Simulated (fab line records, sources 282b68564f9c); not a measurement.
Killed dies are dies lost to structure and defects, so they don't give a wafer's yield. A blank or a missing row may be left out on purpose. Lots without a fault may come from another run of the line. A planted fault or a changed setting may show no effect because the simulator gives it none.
Which tool did it? | flow rit_cmos | 13 lots, 39 wafers sampled, at 2 steps of a route of 202

WHAT THE GAUGES READ, wafer by wafer
RIT_SPACER_THK_MEAS_04.
lot  | measured    | on            | SPACER_NITRIDE_THK (nm)
L436 | day 3 03:14 | film_metro-02 | 253.4 253.6 253.3
L437 | day 3 05:56 | film_metro-02 | 250.9 249.7 249.4
L439 | day 3 13:20 | film_metro-01 | 249.1 249.1 250.4
L440 | day 3 19:48 | film_metro-03 | 251.6 249.7 247.7
L442 | day 4 11:19 | film_metro-03 | 247.4 249.3 248.5
L443 | day 4 15:10 | film_metro-01 | 253.6 251.4 252.0
L444 | day 4 15:11 | film_metro-02 | 249.5 250.2 249.1
L445 | day 4 23:38 | film_metro-03 | 250.2 251.0 249.2
L446 | day 5 05:52 | film_metro-02 | 420.2 420.7 420.2 420.0 420.9 420.1
L448 | day 5 13:55 | film_metro-02 | 250.1 251.0 246.8
L455 | day 6 23:32 | film_metro-02 | 248.4 247.2 248.9
L456 | day 7 07:09 | film_metro-03 | 251.3 251.6 249.7
L459 | day 7 21:24 | film_metro-03 | 252.1 253.8 250.4

WHICH TOOL RAN EACH LOT (tool, then ch and the chambers of the sampled wafers, then the start)
lot  | RIT_SPACER_CVD_03
L436 | lpcvd-01 ch 1, day 3 00:22
L437 | lpcvd-01 ch 1, day 3 03:59
L439 | lpcvd-01 ch 1, day 3 11:23
L440 | lpcvd-02 ch 0, day 3 16:56
L442 | lpcvd-02 ch 1, day 4 09:23
L443 | lpcvd-01 ch 0, day 4 13:15
L444 | lpcvd-01 ch 1, day 4 13:15
L445 | lpcvd-01 ch 0, day 4 21:43
L446 | lpcvd-01 ch 0, day 5 03:56
L448 | lpcvd-02 ch 0, day 5 11:59
L455 | lpcvd-02 ch 0, day 6 21:36
L456 | lpcvd-02 ch 0, day 7 05:13
L459 | lpcvd-02 ch 1, day 7 19:29
- RIT_SPACER_CVD_03: deposits Si3N4 from SiH2Cl2/NH3, target thk 250 nm, time 3300 s.

WHAT THE TOOLS THEMSELVES READ (means of the sampled wafers that have a number; where no wafer has one, the mark that the record gives instead)
RIT_SPACER_CVD_03.
lot  | tool     | spike_tc_centre_C (C) | spike_tc_load_C (C) | spike_tc_source_C (C) | susceptor_temp_C (C) | zone_power_load_pct (%) | zone_power_source_pct (%)
L436 | lpcvd-01 | 811.8                 | 837.9               | 834.3                 | 810.2                | 23.0                    | 19.4
L437 | lpcvd-01 | 811.9                 | 839.3               | 833.5                 | 809.9                | 23.0                    | 19.9
L439 | lpcvd-01 | 812.0                 | 839.6               | 833.0                 | 810.3                | 23.0                    | 19.7
L440 | lpcvd-02 | 809.6                 | 834.9               | 836.0                 | 810.1                | 22.7                    | 19.9
L442 | lpcvd-02 | 809.9                 | 833.4               | 831.1                 | 809.6                | 23.2                    | 23.0
L443 | lpcvd-01 | 811.1                 | 836.7               | 830.6                 | 810.0                | 22.2                    | 22.0
L444 | lpcvd-01 | 812.2                 | 838.5               | 834.5                 | 810.3                | 23.0                    | 19.7
L445 | lpcvd-01 | 811.2                 | 837.7               | 830.0                 | 810.2                | 22.0                    | 22.3
L446 | lpcvd-01 | 859.2                 | 886.4               | 877.9                 | 858.4                | 25.2                    | 25.2
L448 | lpcvd-02 | 810.9                 | 835.2               | 835.5                 | 809.9                | 22.4                    | 19.8
L455 | lpcvd-02 | 811.1                 | 834.4               | 835.3                 | 809.5                | 22.5                    | 20.0
L456 | lpcvd-02 | 811.7                 | 833.9               | 835.8                 | 810.4                | 22.8                    | 19.9
L459 | lpcvd-02 | 809.5                 | 833.2               | 831.1                 | 809.6                | 23.3                    | 23.3

THE ANSWER, worked out from the rows above alone
Rule: what is usual is taken from the lots themselves. Put in order of their means at a reading, lots are off if they are a third of the lots or fewer, leave a main group of 4 or more, and stand apart from it by a gap of 3 or more times the standard deviation of the main group's means; of several such gaps the widest counts. A main group whose means are all the same, to the digits that the tables above print for the reading, isn't used. A lot without any number at a reading at which 4 lots or more have one is off too. The other lots that the step has rows for count as sound. The gauges are gone through in route order, then the tools' own readings, and for those a lot's mean is taken as printed above. The first step at which some lot is off is used, and at that step the reading that is off furthest; a lot without a number counts as furthest.
Off: L446, at RIT_SPACER_THK_MEAS_04 (SPACER_NITRIDE_THK). The main group: mean 250.3 nm, standard deviation 1.5.
A tool fits if, at a process step before that reading, it ran every lot that is off, and no sound lot after the first of them. The gauges at RIT_SPACER_THK_MEAS_04 aren't tried: what is off there is off at RIT_SPACER_CVD_03 too, on other tools, and a gauge's error can't cause that. One fits: lpcvd-01 at RIT_SPACER_CVD_03. Its last sound lot is L445 (day 4 21:43), its first lot that is off L446 (day 5 03:56): a fault that began between those two fits.
The tool's own readings at RIT_SPACER_CVD_03 bear it out: on the lots that are off they differ by more than 5 times the standard deviation of the sound lots' means. spike_tc_centre_C reads 859.2 C there against 811.1 C on the sound lots; spike_tc_load_C reads 886.4 C there against 836.2 C on the sound lots; spike_tc_source_C reads 877.9 C there against 833.4 C on the sound lots; susceptor_temp_C reads 858.4 C there against 810.0 C on the sound lots; zone_power_load_pct reads 25.2 % there against 22.8 % on the sound lots.

WHAT THE SIMULATOR HAD PUT IN
Process parameter drift: lpcvd-01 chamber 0, from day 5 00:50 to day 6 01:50, at RIT_SPACER_CVD_03. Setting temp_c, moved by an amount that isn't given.
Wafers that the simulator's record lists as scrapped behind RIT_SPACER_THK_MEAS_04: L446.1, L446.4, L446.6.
Lots struck among those shown: L446. The rule above found the same.
